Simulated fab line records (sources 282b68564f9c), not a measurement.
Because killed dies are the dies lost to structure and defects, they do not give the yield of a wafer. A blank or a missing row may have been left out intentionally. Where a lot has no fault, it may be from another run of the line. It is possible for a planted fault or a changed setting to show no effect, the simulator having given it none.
Comparing a struck lot with a sound one | flow ritCmos | 19 out of 202 route steps
Sound: these wafers, L815.1, L815.2, L815.5. Wafers struck: L825.2, L825.3, L825.5. The cause comes at the end.
Per side, at each step with rows, come the tool, then ch with its chambers, and then its first start. Under that, the readings that differ: sound wafers | struck wafers | difference of the means | sigmas: that difference in standard deviations of wafers without a fault.
alike: same words and numbers on both sides, and readings whose means sit less than 2 such deviations apart. not compared: any withheld reading, any reading some wafer has no value for, any bound like >300 that may hide the same value, and any number with overlapping values for which the record gives no deviation.
A row with sigmas, a row that says differs or no value, or rows on one side alone: a step with any of these is where the two part. Numbers that don't overlap but have no deviation are shown without sigmas and don't part them. A reading that every wafer of one side lacks parts them only if that side has two wafers or more.

first, 6 steps without rows for these wafers: RIT_NRETRO_HMDS_00 (prime time 60 s); RIT_NRETRO_COAT_01 (resist thk 1300 nm); RIT_NRETRO_SOFTBAKE_02 (time 60 s); RIT_NRETRO_EXPOSE_03 (exposes mask M4, target cd 43900 nm); RIT_NRETRO_PEB_04; RIT_NRETRO_DEVELOP_05 (develop time 68 s).
RIT_NRETRO_OVL_MEAS_06:
  sound on overlay-01 at day 2 16:10; struck on overlay-01 at day 4 17:20
  alike: NRETRO_OVL
then, 2 steps without rows for these wafers: RIT_NRETRO_HARDBAKE_07 (time 120 s); RIT_NRETRO_IMPLANT_08.
RIT_NRETRO_STRIP_09: strips in O2, time 180 s.
  sound on plasmaAsher-04 ch 0,1, day 2 16:37; struck on plasmaAsher-04 ch 0,1, day 4 17:46
  alike: drypumpMotorCurrentA
  not compared: rfHoursCounterH
RIT_NRETRO_TW_MEAS_10:
  sound on filmMetro-01 at day 2 16:47; struck on filmMetro-03 at day 4 17:57
  alike: NRETRO_TW
then, 1 step without rows for these wafers: RIT_PRETRO_HMDS_00 (prime time 60 s).
RIT_PRETRO_COAT_01: resist thk 1300 nm.
  struck on lithoTrack-02, day 4 18:11; sound on lithoTrack-03 ch 0, day 2 16:59
  no value came back on the struck wafers for chillPlateTempC (C), dispensePressureKPa (kPa); on the sound wafers chillPlateTempC (C) reads 23.07 23.09 23.12
then, 4 steps without rows for these wafers: RIT_PRETRO_SOFTBAKE_02 (time 60 s); RIT_PRETRO_EXPOSE_03 (exposes mask M5, target cd 43700 nm); RIT_PRETRO_PEB_04; RIT_PRETRO_DEVELOP_05 (develop time 65.46 s).
RIT_PRETRO_OVL_MEAS_06:
  sound on overlay-02 at day 2 17:43; struck on overlay-01 at day 4 19:01
reading         | sound          | struck | difference                    | sigmas
PRETRO_OVL (nm) | -3.0 -4.1 -4.4 | - - -  | no value on the struck wafers | 
then, 1 step without rows for these wafers: RIT_PRETRO_HARDBAKE_07 (time 120 s).

== WHERE THEY PART ==
At RIT_PRETRO_COAT_01 first; at RIT_PRETRO_OVL_MEAS_06 last (within this record only).

WHY: whatever the simulator had introduced
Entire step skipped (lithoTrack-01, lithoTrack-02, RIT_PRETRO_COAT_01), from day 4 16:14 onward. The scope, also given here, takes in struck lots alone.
